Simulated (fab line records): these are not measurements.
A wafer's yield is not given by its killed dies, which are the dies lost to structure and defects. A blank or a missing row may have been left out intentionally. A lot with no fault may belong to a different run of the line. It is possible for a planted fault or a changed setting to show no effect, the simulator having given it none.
Code-filled problem report in 8D (eight disciplines) form	flow berkeley-cmos170	the parts of the form that need people (team, actions taken, sign-off) are left out

## 1. THE ISSUE
dose-ions-cm2 at UCB170_NWELL_IMPLANT_14 reads a mean of 1.017e+13 on 9 wafers of 3 lots; wafers without a fault read 9.996e+12 with a standard deviation of 9.4e+09. Measured from the usual mean, that is +18 standard deviations.
The first sign was on wafer L177.2 at day 5 09:56, on implanter-01. Wafers with a number at this step in the record: 21, from 7 lots. Rule for "out" (also "out of limits"): further than 4 standard deviations from the usual mean. All remaining wafers that have a number are taken as sound.

## 2. WHAT THIS IS AND IS NOT
question	is	is not
which readings at this step	dose-ions-cm2	faraday-current-uA
which lots	L177, L179, L181	L165, L167, L184, L185
which wafers of those lots	all that have a number	-
read on which tools	implanter-01	implanter-02, implanter-03
when	from day 5 09:56	up to then (6 sound wafers); but 6 sound wafers of L184, L185 came after

## 3. WHAT RULES OUT EACH SUSPECT
Counting: any tool at a process step up to the reading is kept as a suspect provided that every lot that is out went through it and no sound lot did after the first of them.
- implanter-01 at UCB170_NWELL_IMPLANT_14: kept. It ran every lot that is out, first L177 (day 5 09:56), and no sound lot after that; its last sound lot up to then is L167 (day 3 12:16). Its own readings are out on those wafers: dose-ions-cm2.
Left after counting: implanter-01 at UCB170_NWELL_IMPLANT_14.

## 4. THE CAUSE (what the simulator had put in)
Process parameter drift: implanter-01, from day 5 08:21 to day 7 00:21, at UCB170_NWELL_IMPLANT_14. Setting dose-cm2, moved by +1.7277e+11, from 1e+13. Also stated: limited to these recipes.
The count eliminated every tool but this one.

## 5. THE CHAIN OF EFFECTS, in route order
Each row: a reading whose mean over the struck wafers that have a number lies more than 3 standard deviations from the usual. Readings are gone through only where the record gives a usual standard deviation; hours: the median, over the lots, of the time from a lot's start at the first step in this table giving one to that lot's start at this step; sigmas: the change measured in usual standard deviations.
hours	step	reading	usual	on struck wafers	change	sigmas
0	UCB170_NWELL_IMPLANT_14	dose-ions-cm2	9.996e+12	1.017e+13	+1.722e+11	+18
It contains these process steps:
- UCB170_NWELL_IMPLANT_14

## 6. HOW IT WOULD HAVE BEEN CAUGHT EARLIER
The fault began at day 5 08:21; the first out-of-limits reading in this record came at day 5 09:56, 2 hours later.
